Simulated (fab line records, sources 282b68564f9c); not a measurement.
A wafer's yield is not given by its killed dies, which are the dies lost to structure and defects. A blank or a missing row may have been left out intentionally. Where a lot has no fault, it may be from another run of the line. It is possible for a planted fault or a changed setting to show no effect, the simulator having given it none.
What tool caused it? -- flow ritCmos -- 6 lots with 18 wafers sampled at 2 steps, on a route of 202 steps

WHAT EACH GAUGE READ, for each wafer
RIT_ACTIVE_CD_MEAS_11 targets a cd of 1400 nm.
lot,measured,on,cdNm (nm)
L388,day 1 19:40,cdSem-01,1397.7 1397.9 1399.9
L391,day 2 10:32,cdSem-02,1400.5 1401.7 1401.1
L394,day 3 01:26,cdSem-01,1400.8 1404.0 1403.7
L396,day 3 15:16,cdSem-01,1397.4 1398.5 1395.3
L398,day 3 21:59,cdSem-01,1396.0 1397.1 1400.2
L402,day 4 17:53,cdSem-01,1401.1 1401.1 1400.7

WHICH TOOL RAN EACH LOT (tool, then ch and the chambers of the sampled wafers, then the start)
lot,RIT_ACTIVE_EXPOSE_08
L388,"ilineStepper-01 ch 0, day 1 19:16"
L391,"ilineStepper-02 ch 0, day 2 10:08"
L394,"ilineStepper-02 ch 0, day 3 01:02"
L396,"ilineStepper-01 ch 0, day 3 14:52"
L398,"ilineStepper-02 ch 0, day 3 21:35"
L402,"ilineStepper-01 ch 0, day 4 17:29"
- RIT_ACTIVE_EXPOSE_08: exposes mask M1, target cd 1400 nm.

THE ANSWER, worked out from the rows above alone
Rule: the lots themselves supply what counts as usual. The widest of any qualifying gaps counts: lots, ordered by their means at a reading, are off when they make up no more than a third of the lots, leave a main group of 4 or more, and stand apart from it by 3 or more times the standard deviation of that group's means. The tables above print the reading to a certain number of digits; a main group whose means all agree to those digits is not used. Also off: a lot with no number at a reading for which 4 or more lots have one. Any other lot the step has rows for is counted as sound.
No lot is off on any of the readings shown, so nothing can be concluded from this.

WHAT THE SIMULATOR HAD INSERTED
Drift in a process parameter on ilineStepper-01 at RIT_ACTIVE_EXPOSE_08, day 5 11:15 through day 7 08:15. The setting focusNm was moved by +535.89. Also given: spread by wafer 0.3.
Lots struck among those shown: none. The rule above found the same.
